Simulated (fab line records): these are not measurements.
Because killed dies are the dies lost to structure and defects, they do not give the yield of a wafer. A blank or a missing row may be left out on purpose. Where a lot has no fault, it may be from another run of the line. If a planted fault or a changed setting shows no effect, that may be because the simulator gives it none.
Chamber matching	flow rit_cmos	wet_bench-03 running RIT_ACTIVE_CLEAN_15: 3 sister chambers
The step cleans in SC1, time 600 s. 14 wafers are shown with their chamber, then 1 later ones without.

## WAFERS PAIRED WITH THEIR CHAMBERS
wafer	chamber	run_length_s (s)
L356.1	2	626
L356.3	2	626
L356.4	2	626
L357.1	1	625
L357.5	1	625
L357.6	1	625
L358.1	1	625
L358.2	1	625
L358.5	1	625
L359.1	2	625
L359.2	2	625
L359.3	2	625
L360.4	0	625
L360.5	0	625

SIGNATURES (means of the wafers above)
reading	chamber 0	chamber 1	chamber 2	scatter within a chamber
run_length_s	625.00	625.00	625.50	0.369
Rule: a wafer's distance from a chamber is the root of the sum, over the readings, of the square of ((its reading less the chamber's mean) divided by the reading's scatter). The wafer belongs to the nearest chamber; if the next one is less than 2 further off, it can't be placed. The scatter is the square root of a quotient: the sum, over the shown wafers, of each reading's squared deviation from its chamber's mean, divided by wafers minus chambers.

## WAFERS WITHOUT THEIR CHAMBER
wafer	run_length_s (s)
L360.6	625

## CHAMBER TAKEN BY EACH
wafer	from the rows above	in truth
L360.6	can't be placed: 0 or 1 or 2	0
Correct placement for 0 of the 1. Unplaceable from these rows: 1, with the true chamber sitting among the candidates in 1. Wrongly placed: 0.
